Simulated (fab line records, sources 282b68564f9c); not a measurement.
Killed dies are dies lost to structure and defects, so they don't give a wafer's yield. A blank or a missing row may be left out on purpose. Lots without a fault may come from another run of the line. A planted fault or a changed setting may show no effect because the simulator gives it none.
Which tool did it? | flow rit_cmos | 7 lots, 21 wafers sampled, at 2 steps of a route of 202

WHAT THE GAUGES READ, wafer by wafer
RIT_GATE_THK_MEAS_09.
lot  | measured    | on            | GATE_POLY_THK (nm)
L559 | day 4 02:23 | film_metro-03 | 249.9 250.9 250.6
L564 | day 4 20:34 | film_metro-03 | 251.5 251.5 252.6
L565 | day 4 20:34 | film_metro-04 | 251.4 250.2 250.4
L566 | day 5 15:41 | film_metro-04 | 257.4 256.6 257.6
L570 | day 5 21:04 | film_metro-01 | 250.0 248.8 248.4
L577 | day 7 00:55 | film_metro-01 | 254.7 253.0 253.7
L578 | day 7 09:54 | film_metro-01 | 246.3 246.9 247.9

WHICH TOOL RAN EACH LOT (tool, then ch and the chambers of the sampled wafers, then the start)
lot  | RIT_PRETRO_STRIP_09
L559 | plasma_asher-04 ch 0,1, day 3 15:44
L564 | plasma_asher-04 ch 0,1, day 4 12:20
L565 | plasma_asher-03 ch 0,1, day 4 12:35
L566 | plasma_asher-04 ch 0,1, day 5 11:17
L570 | plasma_asher-04 ch 0,1, day 5 14:20
L577 | plasma_asher-03 ch 1, day 6 19:07
L578 | plasma_asher-02 ch 0,1, day 7 03:34
- RIT_PRETRO_STRIP_09: strips in O2, time 180 s.

THE ANSWER, worked out from the rows above alone
Rule: what is usual is taken from the lots themselves. Put in order of their means at a reading, lots are off if they are a third of the lots or fewer, leave a main group of 4 or more, and stand apart from it by a gap of 3 or more times the standard deviation of the main group's means; of several such gaps the widest counts. A main group whose means are all the same, to the digits that the tables above print for the reading, isn't used. A lot without any number at a reading at which 4 lots or more have one is off too. The other lots that the step has rows for count as sound.
No lot is off at any reading shown: from this, nothing can be told.

WHAT THE SIMULATOR HAD PUT IN
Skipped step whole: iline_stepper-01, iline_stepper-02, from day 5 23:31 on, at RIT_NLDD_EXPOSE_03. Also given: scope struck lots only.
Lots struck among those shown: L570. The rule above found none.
